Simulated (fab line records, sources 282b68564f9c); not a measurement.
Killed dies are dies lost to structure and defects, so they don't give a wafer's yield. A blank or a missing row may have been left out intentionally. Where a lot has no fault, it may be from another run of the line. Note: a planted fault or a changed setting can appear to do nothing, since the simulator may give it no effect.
A sampling plan put to the test :: flow rit cmos :: each of the 12 faults these records tell of, on one fab line, judged from the records of the lots it struck
The plan is the line's own looks: the steps of the route at which a gauge or an inspection reads the wafer and doesn't change it. A look can be judged if struck wafers have a number there and the file gives its usual mean and standard deviation on fault-free wafers. Caught: 4 or more of those standard deviations (sigma) separate the usual mean from the mean of the struck wafers at a look after the fault's first step. On the tool: the test repeated on the tool's own readings taken at the fault's steps. It also counts as caught if the struck wafers ran another recipe or if their record alone is blank.

## THE FAULTS, as the simulator had put them in
1. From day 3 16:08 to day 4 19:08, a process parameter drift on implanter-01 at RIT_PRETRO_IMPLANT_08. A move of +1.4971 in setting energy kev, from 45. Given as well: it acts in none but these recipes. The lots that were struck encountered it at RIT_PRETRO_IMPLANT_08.
2. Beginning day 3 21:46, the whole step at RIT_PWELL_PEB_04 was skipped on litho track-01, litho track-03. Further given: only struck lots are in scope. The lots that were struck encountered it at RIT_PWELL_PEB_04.
3. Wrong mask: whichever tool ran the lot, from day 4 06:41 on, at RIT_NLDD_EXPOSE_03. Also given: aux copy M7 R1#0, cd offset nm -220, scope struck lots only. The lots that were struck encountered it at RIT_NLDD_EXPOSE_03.
4. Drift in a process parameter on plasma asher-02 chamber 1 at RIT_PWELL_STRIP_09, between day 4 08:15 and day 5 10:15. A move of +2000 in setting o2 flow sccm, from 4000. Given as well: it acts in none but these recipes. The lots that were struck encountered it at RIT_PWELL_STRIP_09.
5. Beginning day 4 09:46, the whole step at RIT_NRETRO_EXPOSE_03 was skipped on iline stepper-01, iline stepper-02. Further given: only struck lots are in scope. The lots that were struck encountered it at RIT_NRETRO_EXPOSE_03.
6. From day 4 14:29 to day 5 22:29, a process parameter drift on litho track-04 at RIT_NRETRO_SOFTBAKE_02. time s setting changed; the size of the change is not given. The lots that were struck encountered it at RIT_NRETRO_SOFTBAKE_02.
7. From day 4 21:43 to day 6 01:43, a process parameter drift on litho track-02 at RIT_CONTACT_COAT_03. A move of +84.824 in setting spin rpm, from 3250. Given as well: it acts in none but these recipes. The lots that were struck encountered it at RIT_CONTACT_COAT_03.
8. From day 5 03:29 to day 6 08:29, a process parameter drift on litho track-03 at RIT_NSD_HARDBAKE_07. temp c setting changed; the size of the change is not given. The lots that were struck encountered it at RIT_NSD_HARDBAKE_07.
9. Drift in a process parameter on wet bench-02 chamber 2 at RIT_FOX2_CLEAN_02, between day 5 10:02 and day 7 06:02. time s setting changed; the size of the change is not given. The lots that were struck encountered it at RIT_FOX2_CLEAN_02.
10. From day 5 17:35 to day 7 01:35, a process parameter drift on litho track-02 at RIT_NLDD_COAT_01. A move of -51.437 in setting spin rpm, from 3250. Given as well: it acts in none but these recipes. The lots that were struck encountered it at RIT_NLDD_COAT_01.
11. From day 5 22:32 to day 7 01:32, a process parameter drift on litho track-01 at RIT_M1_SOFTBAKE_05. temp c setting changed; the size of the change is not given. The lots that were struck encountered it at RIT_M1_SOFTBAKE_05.
12. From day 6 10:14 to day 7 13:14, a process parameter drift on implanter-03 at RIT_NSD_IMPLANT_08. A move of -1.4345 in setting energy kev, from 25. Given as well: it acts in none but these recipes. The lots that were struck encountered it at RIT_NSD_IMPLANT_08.

## WHAT THE PLAN SAW
fault: 1
on the tool itself: beam energy keV +99 or beyond sigma
first look that catches it: not the one look that can be judged after it
reading, sigma: -
median hours from its first step to that look: -
hours from the fault's start to the first struck lot there: -
judged looks passed uncaught: 1

fault: 2
on the tool itself: no reading that can be judged
first look that catches it: no look after it can be judged
reading, sigma: -
median hours from its first step to that look: -
hours from the fault's start to the first struck lot there: -
judged looks passed uncaught: 0

fault: 3
on the tool itself: under 2 sigma
first look that catches it: no look after it can be judged
reading, sigma: -
median hours from its first step to that look: -
hours from the fault's start to the first struck lot there: -
judged looks passed uncaught: 0

fault: 4
on the tool itself: o2 flow sccm +99 or beyond sigma
first look that catches it: no look after it can be judged
reading, sigma: -
median hours from its first step to that look: -
hours from the fault's start to the first struck lot there: -
judged looks passed uncaught: 0

fault: 5
on the tool itself: no reading that can be judged
first look that catches it: no look after it can be judged
reading, sigma: -
median hours from its first step to that look: -
hours from the fault's start to the first struck lot there: -
judged looks passed uncaught: 0

fault: 6
on the tool itself: run length s -12 sigma
first look that catches it: not the one look that can be judged after it
reading, sigma: -
median hours from its first step to that look: -
hours from the fault's start to the first struck lot there: -
judged looks passed uncaught: 1

fault: 7
on the tool itself: spin speed rpm +36 sigma
first look that catches it: no look after it can be judged
reading, sigma: -
median hours from its first step to that look: -
hours from the fault's start to the first struck lot there: -
judged looks passed uncaught: 0

fault: 8
on the tool itself: heater power total W -21 sigma
first look that catches it: not the one look that can be judged after it
reading, sigma: -
median hours from its first step to that look: -
hours from the fault's start to the first struck lot there: -
judged looks passed uncaught: 1

fault: 9
on the tool itself: run length s -11 sigma
first look that catches it: none of the 2 looks that can be judged after it
reading, sigma: -
median hours from its first step to that look: -
hours from the fault's start to the first struck lot there: -
judged looks passed uncaught: 2

fault: 10
on the tool itself: spin speed rpm -21 sigma
first look that catches it: not the one look that can be judged after it
reading, sigma: -
median hours from its first step to that look: -
hours from the fault's start to the first struck lot there: -
judged looks passed uncaught: 1

fault: 11
on the tool itself: heater power total W +25 sigma
first look that catches it: no look after it can be judged
reading, sigma: -
median hours from its first step to that look: -
hours from the fault's start to the first struck lot there: -
judged looks passed uncaught: 0

fault: 12
on the tool itself: beam energy keV -99 or beyond sigma
first look that catches it: no look after it can be judged
reading, sigma: -
median hours from its first step to that look: -
hours from the fault's start to the first struck lot there: -
judged looks passed uncaught: 0
A dash: the fault is not caught, or the number is missing from these records.

Caught at a look: 0 of 12. Caught on the tool: 9 of 12. By one or the other: 9 of 12.
On the tool alone, faults 1, 4, 6, 7, 8, 9, 10, 11, 12 were caught.
Caught by neither: faults 2, 3, 5.
